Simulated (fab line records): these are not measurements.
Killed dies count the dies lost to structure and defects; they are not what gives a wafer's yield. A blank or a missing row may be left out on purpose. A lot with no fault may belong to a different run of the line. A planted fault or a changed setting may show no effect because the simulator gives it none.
Commonality check across tools    flow berkeley_cmos170    Sample size 14 lots and 42 wafers

## THE REASON FOR OPENING IT
At UCB170_CONTACT_THK_MEAS_02 the reading CONTACT_PSG_THK is flagged on 2 of 14 lots. Fault-free wafers read 709 nm, with a standard deviation of 6.2.
Rule: a lot is flagged in two cases, either no wafer of it has a number, or all its wafers with numbers fall more than 4 standard deviations from that mean. As for the other lots, they are considered sound.

lot   measured      on             CONTACT_PSG_THK (nm), wafer by wafer  flag
L657  day 8 08:50   film_metro-04  716 711 716                           
L659  day 8 14:35   film_metro-04  717 717 715                           
L663  day 9 13:49   film_metro-01  711 713 709                           
L660  day 9 13:49   film_metro-04  714 707 702                           
L662  day 9 13:50   film_metro-03  711 709 712                           
L664  day 10 07:22  film_metro-03  775 778 774                           FLAGGED
L665  day 10 07:23  film_metro-04  769 766 763                           FLAGGED
L667  day 11 01:20  film_metro-04  707 712 708                           
L672  day 12 15:10  film_metro-04  708 712 713                           
L673  day 12 15:10  film_metro-03  706 702 706                           
L676  day 12 15:13  film_metro-01  706 711 709                           
L674  day 12 15:13  film_metro-04  711 711 712                           
L679  day 13 01:16  film_metro-03  720 717 717                           
L678  day 13 03:04  film_metro-03  705 696 699                           
On average the flagged lots' numbers are 771 nm, which is +62 nm against the usual, or +10 standard deviations.

## WHICH TOOL RAN EACH LOT
The record holds 3 process steps before the reading, out of a route of 331 steps. Every cell lists first the tool, next ch and the chambers used by the sampled wafers, and last the start.
lot   flag     UCB170_GATE_ETCH_14                 UCB170_SPACER_CVD_00            UCB170_CONTACT_CVD_01
L657           rie_diel-02 ch 0,2, day 7 06:49     pecvd-03 ch 1,2, day 7 15:38    lpcvd-01 ch 0, day 8 07:03
L659           rie_diel-01 ch 0,2,3, day 7 16:30   pecvd-03 ch 1,2, day 7 20:56    lpcvd-02 ch 1, day 8 12:47
L663           rie_diel-03 ch 0,2,3, day 8 12:37   pecvd-03 ch 0,2, day 8 17:29    lpcvd-01 ch 1, day 9 12:02
L660           rie_diel-03 ch 2,3, day 8 12:04     pecvd-01 ch 0,1, day 8 16:31    lpcvd-01 ch 1, day 9 12:02
L662           rie_diel-01 ch 0,1,3, day 8 12:22   pecvd-03 ch 0,1,2, day 8 17:03  lpcvd-01 ch 0, day 9 12:02
L664  FLAGGED  rie_diel-02 ch 0,2,3, day 9 07:29   pecvd-01 ch 0,1,2, day 9 11:41  lpcvd-01 ch 1, day 10 05:35
L665  FLAGGED  rie_diel-01 ch 0,3, day 9 07:13     pecvd-03 ch 0,1, day 9 11:24    lpcvd-01 ch 0, day 10 05:35
L667           rie_diel-01 ch 0,1,2, day 10 05:31  pecvd-02 ch 1,2, day 10 10:50   lpcvd-02 ch 1, day 10 23:32
L672           rie_diel-03 ch 0,2,3, day 11 14:37  pecvd-01 ch 1,2, day 11 23:01   lpcvd-02 ch 1, day 12 13:22
L673           rie_diel-01 ch 0,2, day 11 13:47    pecvd-02 ch 1,2, day 11 22:45   lpcvd-02 ch 1, day 12 13:22
L676           rie_diel-01 ch 0,1,2, day 11 18:14  pecvd-02 ch 0,2, day 12 01:31   lpcvd-02 ch 0, day 12 13:22
L674           rie_diel-02 ch 0,3, day 11 14:20    pecvd-03 ch 1,2, day 11 23:18   lpcvd-02 ch 0, day 12 13:22
L679           rie_diel-03 ch 0,2,3, day 12 05:52  pecvd-01 ch 0,2, day 12 12:19   lpcvd-01 ch 0, day 12 23:29
L678           rie_diel-01 ch 1,2,3, day 12 05:37  pecvd-03 ch 0,1, day 12 12:40   lpcvd-01 ch 0, day 13 01:16
What these steps do:
- UCB170_GATE_ETCH_14: etches BARC in N2/H2.
- UCB170_SPACER_CVD_00: deposits SiO2 from TEOS/O2, target thk 376 nm, time 47 s.
- UCB170_CONTACT_CVD_01: deposits PSG from SiH4/O2/PH3, target thk 700 nm, time 2820 s.
- UCB170_CONTACT_THK_MEAS_02

## FLAGGED AGAINST TOTAL, ONE TOOL AT A TIME (gauges that did the reading follow at the end)
step                        tool           lots run  flagged  share of the flagged lots  sound lots run after its first flagged lot
UCB170_GATE_ETCH_14         rie_diel-01    7         1        some                       4 (L667,L673,L676,L678)
UCB170_GATE_ETCH_14         rie_diel-02    3         1        some                       1 (L674)
UCB170_GATE_ETCH_14         rie_diel-03    4         0        none                       -
UCB170_SPACER_CVD_00        pecvd-01       4         1        some                       2 (L672,L679)
UCB170_SPACER_CVD_00        pecvd-02       3         0        none                       -
UCB170_SPACER_CVD_00        pecvd-03       7         1        some                       2 (L674,L678)
UCB170_CONTACT_CVD_01       lpcvd-01       8         2        all                        2 (L679,L678)
UCB170_CONTACT_CVD_01       lpcvd-02       6         0        none                       -
UCB170_CONTACT_THK_MEAS_02  film_metro-01  2         0        none                       -
UCB170_CONTACT_THK_MEAS_02  film_metro-03  5         1        some                       3 (L673,L679,L678)
UCB170_CONTACT_THK_MEAS_02  film_metro-04  7         1        some                       3 (L667,L672,L674)

## WHAT THE TABLE PERMITS
Rows of the table that ran each flagged lot: 1, that is lpcvd-01 at UCB170_CONTACT_CVD_01.
- lpcvd-01 at UCB170_CONTACT_CVD_01 ran 8 lots, 2 of them flagged. Sound lots followed the first flagged one (L679, L678) on it, something a lasting fault affecting the whole tool could not allow. Its own readings (o2_flow_sccm) fall more than 4 standard deviations out on all wafers of the flagged lots.
No row of the table ran every flagged lot and no sound lot after the first.

## WHAT THE SIMULATOR PUT IN
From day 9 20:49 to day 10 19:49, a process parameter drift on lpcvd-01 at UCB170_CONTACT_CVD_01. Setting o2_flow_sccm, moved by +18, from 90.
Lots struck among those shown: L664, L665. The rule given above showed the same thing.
